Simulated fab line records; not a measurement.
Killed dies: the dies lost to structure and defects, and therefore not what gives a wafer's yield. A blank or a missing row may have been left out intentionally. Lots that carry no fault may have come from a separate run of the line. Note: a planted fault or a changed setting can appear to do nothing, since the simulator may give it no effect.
The tool behind it: which one? / flow rit cmos / Sampling: 7 lots, 21 wafers, 3 of 202 route steps

== WHAT EACH GAUGE READ, for each wafer ==
RIT_SDANNEAL_RS_MEAS_04: the measuring method here is four-point-probe.
lot=L867; measured=day 4 18:35; on=film metro-03; PSD_RS (ohm/sq)=115.67 115.64 115.59
lot=L869; measured=day 5 03:19; on=film metro-03; PSD_RS (ohm/sq)=115.74 115.88 115.89
lot=L871; measured=day 5 22:09; on=film metro-03; PSD_RS (ohm/sq)=115.66 115.37 115.61
lot=L874; measured=day 6 02:10; on=film metro-03; PSD_RS (ohm/sq)=115.54 115.84 115.37
lot=L878; measured=day 6 15:26; on=film metro-01; PSD_RS (ohm/sq)=120.30 120.23 120.77
lot=L880; measured=day 7 01:05; on=film metro-02; PSD_RS (ohm/sq)=115.96 115.58 115.43
lot=L887; measured=day 8 02:29; on=film metro-01; PSD_RS (ohm/sq)=115.53 115.55 115.32

== WHICH TOOL RAN EACH LOT (tool, then ch and the chambers of the sampled wafers, then the start) ==
lot=L867; RIT_NLDD_STRIP_09=plasma asher-03 ch 0,1, day 4 10:31; RIT_PSD_IMPLANT_08=implanter-01 ch 0, day 4 17:46
lot=L869; RIT_NLDD_STRIP_09=plasma asher-03 ch 0,1, day 4 19:10; RIT_PSD_IMPLANT_08=implanter-04 ch 0, day 5 02:29
lot=L871; RIT_NLDD_STRIP_09=plasma asher-01 ch 0,1, day 5 13:16; RIT_PSD_IMPLANT_08=implanter-03 ch 0, day 5 21:20
lot=L874; RIT_NLDD_STRIP_09=plasma asher-04 ch 0,1, day 5 18:11; RIT_PSD_IMPLANT_08=implanter-01 ch 0, day 6 01:22
lot=L878; RIT_NLDD_STRIP_09=plasma asher-03 ch 0,1, day 6 06:44; RIT_PSD_IMPLANT_08=implanter-01 ch 0, day 6 14:36
lot=L880; RIT_NLDD_STRIP_09=plasma asher-01 ch 0,1, day 6 17:04; RIT_PSD_IMPLANT_08=implanter-04 ch 0, day 7 00:16
lot=L887; RIT_NLDD_STRIP_09=plasma asher-01 ch 0, day 7 18:43; RIT_PSD_IMPLANT_08=implanter-03 ch 0, day 8 01:38
- RIT_NLDD_STRIP_09: strips in O2, time 180 s.
- RIT_PSD_IMPLANT_08

== THE ANSWER, worked out from the rows above alone ==
Rule: the lots themselves supply what counts as usual. The widest of any qualifying gaps counts: lots, ordered by their means at a reading, are off when they make up no more than a third of the lots, leave a main group of 4 or more, and stand apart from it by 3 or more times the standard deviation of that group's means. A main group is skipped when, at the precision printed for the reading in the tables above, its means are all equal. A lot without any number at a reading at which 4 lots or more have one is off too. Where the step has rows for the other lots, those lots are counted as sound.
Off: L878, seen at RIT_SDANNEAL_RS_MEAS_04 (PSD_RS). The main group: mean 115.62 ohm/sq, standard deviation 0.11.
If a tool, at a process step before that reading, ran all the lots that are off and no sound lot after the first of them, it fits. Those tools and the gauges at RIT_SDANNEAL_RS_MEAS_04 are tried in the same way. Undecided on this evidence; 2 tools fit (plasma asher-03 at RIT_NLDD_STRIP_09, implanter-01 at RIT_PSD_IMPLANT_08).

== WHAT WAS PUT IN BY THE SIMULATOR ==
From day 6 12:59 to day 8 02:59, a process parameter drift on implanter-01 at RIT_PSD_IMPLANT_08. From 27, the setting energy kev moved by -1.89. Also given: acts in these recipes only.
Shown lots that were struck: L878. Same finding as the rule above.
